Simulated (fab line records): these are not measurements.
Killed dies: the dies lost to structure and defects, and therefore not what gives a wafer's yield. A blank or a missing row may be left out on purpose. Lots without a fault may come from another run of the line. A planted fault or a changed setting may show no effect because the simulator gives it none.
fab line records | flow rit_cmos
record: lots: 5 | wafers: 15 | last_day: 7
route steps=202 shown NLDD@103
lots that met no fault: from a run of the same line without faults
start_h: hours from the record's opening day to when the first of the lot's shown wafers began | wait_h: how many hours have passed since the lot's step before this one | " same as the row above | L1.1+2: one row covering several wafers at once | - no value, or no start was given | * or withheld: withheld | < > ~ a bound
route shown NAME@n: names a module that has steps shown in the file, with the first one's number in the route | usual: mean/standard deviation taken from wafers without a fault | same: alike in all rows | chamber/n: place in a boat | sites: per-site readings | _std_site: standard deviation of those values | _edge_site: outer sites' mean less inner sites' | radius_mm: how far each site lies from the wafer's centre | mask NAME#n: copy n | behind: the tool/chamber that last shaped the wafer | hold: cause of the lot's hold/its duration in hours/its outcome | device: the n, p or np transistor that did not switch | end of line: the route-end tests of the same wafers | a step given without rows: its recipe and nothing more | killed: dies that structure and defects cost at the first sort, which is not the same as the wafer's yield | map: dies across one wafer; x = killed, . = not, _ = none there
set.NAME: the setting the step ran with; set.NAME@STEP: the setting that earlier step ran with | model.NAME: the simulator's own value behind a step, which no gauge read
lots seen at some steps along the route; tables by step, rows by wafer
services: from which hour (start_h, from the record's first day; less than 0 if before it) a tool's chamber was out of use, for how many hours, and why
== steps ==
step: RIT_NLDD_HMDS_00
recipe: prime_time_s: 60 | prime_temp_c: 140
lot.wafer  | tool           | chamber | start_h | wait_h
L078.2+3+6 | litho_track-03 | 0       | 61.37   | 0.2
L079.1+2+4 | litho_track-01 | 0       | 65.18   | 0.1
L089.3+4+6 | litho_track-01 | 0       | 117.62  | 0.1
L092.1+2+5 | litho_track-03 | 0       | 138.17  | 0.1
L093.1+5+6 | litho_track-01 | 0       | 151.62  | 0.1
step: RIT_NLDD_COAT_01
recipe: resist: NOVOLAK | spin_rpm: 3250 | resist_thk_nm: 988.5
lot.wafer  | tool           | chamber | start_h | wait_h
L078.2+3+6 | litho_track-03 | 0       | 61.52   | 0.1
L079.1+2+4 | litho_track-01 | 0       | 65.33   | 0.1
L089.3+4+6 | litho_track-01 | 0       | 117.77  | 0.1
L092.1+2+5 | litho_track-03 | 0       | 138.32  | 0.1
L093.1+5+6 | litho_track-01 | 0       | 151.77  | 0.1
step: RIT_NLDD_SOFTBAKE_02
recipe: resist: NOVOLAK | temp_c: 90 | time_s: 60
usual: plate_temp_C: 89.99/0.12
lot.wafer | tool           | chamber | start_h | wait_h | plate_temp_C
L078.2    | litho_track-03 | 0       | 61.67   | 0.1    | 89.87
L078.3    | "              | 0       | "       | "      | 89.91
L078.6    | "              | 0       | "       | "      | 89.97
L079.1    | litho_track-01 | 0       | 65.48   | 0.1    | 90.09
L079.2    | "              | 0       | "       | "      | 90.17
L079.4    | "              | 0       | "       | "      | 90.03
L089.3    | litho_track-01 | 0       | 117.92  | 0.1    | 90.09
L089.4    | "              | 0       | "       | "      | 89.93
L089.6    | "              | 0       | "       | "      | 89.97
L092.1    | litho_track-03 | 0       | 138.47  | 0.1    | 90.16
L092.2    | "              | 0       | "       | "      | 90.05
L092.5    | "              | 0       | "       | "      | 90.06
L093.1    | litho_track-01 | 0       | 151.92  | 0.1    | 89.93
L093.5    | "              | 0       | "       | "      | 89.97
L093.6    | "              | 0       | "       | "      | 90.08
step: RIT_NLDD_EXPOSE_03
recipe: mask_id: M7 | na: 0.57 | target_cd_nm: 40700 | dose_mj: 250
same: na: 0.57
lot.wafer  | tool             | chamber | start_h | wait_h | mask
L078.2+3+6 | iline_stepper-02 | 0       | 61.81   | 0.1    | M7#0
L079.1+2+4 | iline_stepper-02 | 0       | 65.63   | 0.1    | M7#0
L089.3+4+6 | iline_stepper-01 | 0       | 118.06  | 0.1    | M7#0
L092.1+2+5 | iline_stepper-02 | 0       | 138.80  | 0.3    | M7#0
L093.1+5+6 | iline_stepper-02 | 0       | 152.07  | 0.1    | M7#0
step: RIT_NLDD_PEB_04
recipe: resist: NOVOLAK | temp_c: withheld | time_s: withheld
lot.wafer  | tool           | chamber | start_h | wait_h
L078.2+3+6 | litho_track-02 | 0       | 61.94   | 0.1
L079.1+2+4 | litho_track-03 | 0       | 65.75   | 0.1
L089.3+4+6 | litho_track-01 | 0       | 118.38  | 0.3
L092.1+2+5 | litho_track-02 | 0       | 138.91  | 0.1
L093.1+5+6 | litho_track-01 | 0       | 152.19  | 0.1
step: RIT_NLDD_DEVELOP_05
recipe: resist: NOVOLAK | develop_time_s: 50 | dev_temp_c: 23
lot.wafer  | tool           | chamber | start_h | wait_h
L078.2+3+6 | litho_track-02 | 0       | -       | -
L079.1+2+4 | litho_track-03 | 0       | -       | -
L089.3+4+6 | litho_track-01 | 0       | -       | -
L092.1+2+5 | litho_track-02 | 0       | -       | -
L093.1+5+6 | litho_track-01 | 0       | -       | -
step: RIT_NLDD_OVL_MEAS_06
usual: NLDD_OVL: 1.1/1.4
lot.wafer | tool       | chamber | start_h | wait_h | NLDD_OVL[nm]
L078.2    | overlay-01 | -       | 62.20   | -      | 1.8
L078.3    | "          | -       | "       | "      | 2.3
L078.6    | "          | -       | "       | "      | 1.6
L079.1    | overlay-01 | -       | 66.03   | -      | 0.2
L079.2    | "          | -       | "       | "      | 4.1
L079.4    | "          | -       | "       | "      | 2.3
L089.3    | overlay-01 | -       | 118.62  | -      | 1.4
L089.4    | "          | -       | "       | "      | 2.3
L089.6    | "          | -       | "       | "      | 1.9
L092.1    | overlay-02 | -       | 139.20  | -      | -0.7
L092.2    | "          | -       | "       | "      | 0.4
L092.5    | "          | -       | "       | "      | 0.2
L093.1    | overlay-01 | -       | 152.47  | -      | 1.0
L093.5    | "          | -       | "       | "      | -0.4
L093.6    | "          | -       | "       | "      | 1.5
step: RIT_NLDD_HARDBAKE_07
recipe: resist: NOVOLAK | temp_c: 140 | time_s: 60
usual: plate_temp_C: 139.99/0.13
lot.wafer | tool           | chamber | start_h | wait_h | plate_temp_C
L078.2    | litho_track-03 | 0       | 62.26   | 0.0    | 139.80
L078.3    | "              | 0       | "       | "      | 139.79
L078.6    | "              | 0       | "       | "      | 139.75
L079.1    | litho_track-03 | 0       | 66.07   | 0.0    | 140.03
L079.2    | "              | 0       | "       | "      | 139.98
L079.4    | "              | 0       | "       | "      | 139.72
L089.3    | litho_track-01 | 0       | 118.70  | 0.1    | 139.94
L089.4    | "              | 0       | "       | "      | 139.97
L089.6    | "              | 0       | "       | "      | 139.91
L092.1    | litho_track-01 | 0       | 139.23  | 0.0    | 140.08
L092.2    | "              | 0       | "       | "      | 140.12
L092.5    | "              | 0       | "       | "      | 140.11
L093.1    | litho_track-02 | 0       | 152.51  | 0.0    | 139.97
L093.5    | "              | 0       | "       | "      | 139.95
L093.6    | "              | 0       | "       | "      | 140.17
step: RIT_NLDD_IMPLANT_08
recipe: species: P | energy_kev: 20 | dose_cm2: 5e+14 | tilt_deg: 7
usual: dose_ions_cm2: 5.001e+14/5.5e+11 | end_station_pressure_torr: 6.3e-06/3.1e-07
lot.wafer | tool         | chamber | start_h | wait_h | dose_ions_cm2 | end_station_pressure_torr
L078.2    | implanter-03 | 0       | 62.41   | 0.1    | 5.002e+14     | 6.3e-06
L078.3    | "            | 0       | "       | "      | 4.991e+14     | 6.4e-06
L078.6    | "            | 0       | "       | "      | 4.997e+14     | 6.6e-06
L079.1    | implanter-01 | 0       | 66.22   | 0.1    | 5.001e+14     | 6.8e-06
L079.2    | "            | 0       | "       | "      | 4.995e+14     | 6.1e-06
L079.4    | "            | 0       | "       | "      | 5.002e+14     | 6.2e-06
L089.3    | implanter-04 | 0       | 118.85  | 0.1    | 5.001e+14     | 6.9e-06
L089.4    | "            | 0       | "       | "      | 5e+14         | 6.1e-06
L089.6    | "            | 0       | "       | "      | 5.003e+14     | 6.1e-06
L092.1    | implanter-01 | 0       | 139.38  | 0.1    | 4.996e+14     | 6.5e-06
L092.2    | "            | 0       | "       | "      | 5.015e+14     | 6.5e-06
L092.5    | "            | 0       | "       | "      | 5.013e+14     | 6.3e-06
L093.1    | implanter-04 | 0       | 152.66  | 0.1    | 4.995e+14     | 5.9e-06
L093.5    | "            | 0       | "       | "      | 4.996e+14     | 6.2e-06
L093.6    | "            | 0       | "       | "      | 4.997e+14     | 5.9e-06
== services ==
tool             | chamber | start_h | hours | kind
implanter-03     | -       | 50.78   | 3.0   | pm
implanter-03     | -       | 56.03   | 3.3   | repair
implanter-03     | -       | 65.24   | 1.3   | repair
iline_stepper-02 | -       | 66.17   | 2.1   | pm
iline_stepper-02 | -       | 68.25   | -     | consumable_replace:lamp
iline_stepper-01 | -       | 83.48   | 1.7   | pm
iline_stepper-02 | -       | 99.51   | 1.7   | pm
implanter-04     | -       | 124.59  | 4.6   | pm
== key ==
fault none
